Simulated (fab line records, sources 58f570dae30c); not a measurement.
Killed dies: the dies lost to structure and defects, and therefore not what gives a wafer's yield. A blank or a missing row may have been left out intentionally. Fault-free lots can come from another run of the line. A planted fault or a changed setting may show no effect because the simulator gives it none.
Which of the tools did it? + flow berkeley-cmos170 + Sampling: 7 lots, 21 wafers, 2 of 331 route steps

## WHAT THE GAUGES READ, wafer by wafer
UCB170_SILICIDE_RS_MEAS_02: a four-point-probe measurement.
| lot  | measured     | on            | SILICIDE_TI_RS (ohm/sq) |
|------|--------------|---------------|-------------------------|
| L362 | day 8 16:31  | film-metro-01 | 28.4 28.8 28.1          |
| L366 | day 9 13:23  | film-metro-04 | 27.8 28.1 28.4          |
| L363 | day 9 14:20  | film-metro-04 | 27.1 27.2 27.0          |
| L372 | day 10 10:16 | film-metro-04 | 28.1 27.5 28.0          |
| L375 | day 11 00:44 | film-metro-01 | 27.4 27.0 26.7          |
| L376 | day 11 06:53 | film-metro-04 | 28.1 27.9 28.2          |
| L380 | day 12 05:31 | film-metro-01 | 27.5 27.8 27.3          |

## EACH LOT AND THE TOOL THAT RAN IT (in order: tool; ch and the chambers of the sampled wafers; start)
| lot  | UCB170_BACKSIDE_STRIP_03             |
|------|--------------------------------------|
| L362 | plasma-asher-01 ch 0,1, day 8 15:32  |
| L366 | plasma-asher-01 ch 0, day 9 12:24    |
| L363 | plasma-asher-04 ch 0,1, day 9 13:18  |
| L372 | plasma-asher-03 ch 0,1, day 10 09:17 |
| L375 | plasma-asher-03 ch 0,1, day 10 22:46 |
| L376 | plasma-asher-01 ch 0,1, day 11 05:53 |
| L380 | plasma-asher-01 ch 0,1, day 12 04:32 |
- UCB170_BACKSIDE_STRIP_03: strips in O2.

## THE ANSWER, worked out from the rows above alone
Rule: what is usual is taken from the lots themselves. Put in order of their means at a reading, lots are off if they are a third of the lots or fewer, leave a main group of 4 or more, and stand apart from it by a gap of 3 or more times the standard deviation of the main group's means; of several such gaps the widest counts. If all means in a main group match to the digits the tables above print for the reading, that group is not used. A lot without any number at a reading at which 4 lots or more have one is off too. Any other lot the step has rows for is counted as sound.
No lot is off at any reading shown: from this, nothing can be told.

## WHAT THE SIMULATOR HAD PUT IN
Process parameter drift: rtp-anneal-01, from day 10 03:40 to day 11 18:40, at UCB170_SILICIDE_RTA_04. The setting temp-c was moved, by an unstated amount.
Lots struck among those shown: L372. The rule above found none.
